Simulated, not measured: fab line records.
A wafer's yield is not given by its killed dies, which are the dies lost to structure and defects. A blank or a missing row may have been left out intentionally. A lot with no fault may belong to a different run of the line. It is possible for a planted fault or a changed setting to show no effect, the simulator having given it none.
Which of the tools did it? / flow berkeley-cmos170 / 13 lots, 39 wafers sampled, at 3 steps of a route of 331

WHAT EACH GAUGE READ, for each wafer
UCB170_V2_CD_MEAS_90: target cd 700 nm.
lot=L403; measured=day 8 13:08; on=cd-sem-02; cd-nm (nm)=701.6 701.8 699.6
lot=L404; measured=day 9 03:06; on=cd-sem-02; cd-nm (nm)=698.3 698.9 698.7
lot=L405; measured=day 9 03:35; on=cd-sem-02; cd-nm (nm)=698.7 699.0 697.4
lot=L406; measured=day 9 14:13; on=cd-sem-01; cd-nm (nm)=699.0 698.9 698.0
lot=L408; measured=day 9 18:47; on=cd-sem-01; cd-nm (nm)=700.1 700.1 698.6
lot=L410; measured=day 10 06:09; on=cd-sem-01; cd-nm (nm)=700.3 700.0 699.6
lot=L412; measured=day 10 20:40; on=cd-sem-01; cd-nm (nm)=697.4 698.8 698.2
lot=L414; measured=day 11 04:35; on=cd-sem-01; cd-nm (nm)=699.2 698.7 701.6
lot=L413; measured=day 11 06:22; on=cd-sem-02; cd-nm (nm)=701.4 701.9 702.2
lot=L415; measured=day 11 21:12; on=cd-sem-01; cd-nm (nm)=699.9 701.3 698.9
lot=L419; measured=day 12 19:18; on=cd-sem-01; cd-nm (nm)=701.0 700.4 699.4
lot=L426; measured=day 14 08:43; on=cd-sem-01; cd-nm (nm)=698.8 699.1 699.7
lot=L425; measured=day 14 10:22; on=cd-sem-02; cd-nm (nm)=694.7 696.4 696.7

UCB170_M3_CD_MEAS_15: target cd 700 nm.
lot=L403; measured=day 8 15:37; on=cd-sem-02; cd-nm (nm)=701.6 701.2 701.5
lot=L404; measured=day 9 05:42; on=cd-sem-02; cd-nm (nm)=702.5 703.0 703.5
lot=L405; measured=day 9 06:00; on=cd-sem-01; cd-nm (nm)=700.9 701.7 702.3
lot=L406; measured=day 9 16:21; on=cd-sem-02; cd-nm (nm)=699.2 698.3 697.5
lot=L408; measured=day 9 20:55; on=cd-sem-02; cd-nm (nm)=699.5 698.9 700.5
lot=L410; measured=day 10 09:14; on=cd-sem-02; cd-nm (nm)=699.5 698.9 700.7
lot=L412; measured=day 10 23:19; on=cd-sem-02; cd-nm (nm)=699.3 697.7 699.1
lot=L414; measured=day 11 06:58; on=cd-sem-01; cd-nm (nm)=700.6 700.6 698.9
lot=L413; measured=day 11 08:56; on=cd-sem-02; cd-nm (nm)=698.1 698.1 697.9
lot=L415; measured=day 11 23:59; on=cd-sem-01; cd-nm (nm)=699.6 699.2 698.9
lot=L419; measured=day 13 01:55; on=cd-sem-02; cd-nm (nm)=700.4 701.9 701.3
lot=L426; measured=day 14 11:28; on=cd-sem-02; cd-nm (nm)=697.4 696.8 699.1
lot=L425; measured=day 14 15:00; on=cd-sem-01; cd-nm (nm)=700.9 699.0 699.1

WHICH TOOL RAN EACH LOT (tool, then ch and the chambers of the sampled wafers, then the start)
lot=L403; UCB170_V2_CMP_02=cmp-01 ch 0,1,3, day 8 10:36
lot=L404; UCB170_V2_CMP_02=cmp-01 ch 0,1, day 9 00:34
lot=L405; UCB170_V2_CMP_02=cmp-02 ch 0,1,3, day 9 01:04
lot=L406; UCB170_V2_CMP_02=cmp-01 ch 0,1,3, day 9 12:15
lot=L408; UCB170_V2_CMP_02=cmp-02 ch 0,1,2, day 9 16:38
lot=L410; UCB170_V2_CMP_02=cmp-01 ch 1,2,3, day 10 03:30
lot=L412; UCB170_V2_CMP_02=cmp-01 ch 0,2, day 10 18:38
lot=L414; UCB170_V2_CMP_02=cmp-02 ch 0,3, day 11 02:34
lot=L413; UCB170_V2_CMP_02=cmp-01 ch 0,1,2, day 11 04:29
lot=L415; UCB170_V2_CMP_02=cmp-01 ch 1,3, day 11 19:09
lot=L419; UCB170_V2_CMP_02=cmp-01 ch 0,2,3, day 12 16:50
lot=L426; UCB170_V2_CMP_02=cmp-02 ch 0,1,2, day 14 06:07
lot=L425; UCB170_V2_CMP_02=cmp-01 ch 1,2,3, day 14 07:40
- UCB170_V2_CMP_02: polishes SiO2.

WHAT THE TOOLS THEMSELVES READ (means of the sampled wafers that have a number; where no wafer has one, the mark that the record gives instead)
UCB170_V2_CMP_02.
lot=L403; tool=cmp-01; motor-current-A (A)=15.4; platen-rpm (rpm)=60.04
lot=L404; tool=cmp-01; motor-current-A (A)=15.1; platen-rpm (rpm)=60.02
lot=L405; tool=cmp-02; motor-current-A (A)=16.8; platen-rpm (rpm)=59.99
lot=L406; tool=cmp-01; motor-current-A (A)=15.8; platen-rpm (rpm)=60.00
lot=L408; tool=cmp-02; motor-current-A (A)=16.6; platen-rpm (rpm)=59.98
lot=L410; tool=cmp-01; motor-current-A (A)=15.5; platen-rpm (rpm)=60.04
lot=L412; tool=cmp-01; motor-current-A (A)=14.6; platen-rpm (rpm)=60.00
lot=L414; tool=cmp-02; motor-current-A (A)=15.4; platen-rpm (rpm)=60.02
lot=L413; tool=cmp-01; motor-current-A (A)=15.6; platen-rpm (rpm)=60.00
lot=L415; tool=cmp-01; motor-current-A (A)=16.0; platen-rpm (rpm)=59.98
lot=L419; tool=cmp-01; motor-current-A (A)=14.5; platen-rpm (rpm)=60.01
lot=L426; tool=cmp-02; motor-current-A (A)=15.9; platen-rpm (rpm)=59.98
lot=L425; tool=cmp-01; motor-current-A (A)=15.4; platen-rpm (rpm)=59.99

THE ANSWER, worked out from the rows above alone
Rule: the usual values come from the lots themselves. Put in order of their means at a reading, lots are off if they are a third of the lots or fewer, leave a main group of 4 or more, and stand apart from it by a gap of 3 or more times the standard deviation of the main group's means; of several such gaps the widest counts. A main group whose means are all the same, to the digits that the tables above print for the reading, isn't used. A lot without any number at a reading at which 4 lots or more have one is off too. Any other lot the step has rows for is counted as sound. Order of review: gauges by route order, followed by the tools' own readings, for which a lot's mean as printed above is used. The first step at which some lot is off is used, and at that step the reading that is off furthest; a lot without a number counts as furthest.
Nothing can be told from this: no lot is off at any reading shown.

WHAT THE SIMULATOR PUT IN
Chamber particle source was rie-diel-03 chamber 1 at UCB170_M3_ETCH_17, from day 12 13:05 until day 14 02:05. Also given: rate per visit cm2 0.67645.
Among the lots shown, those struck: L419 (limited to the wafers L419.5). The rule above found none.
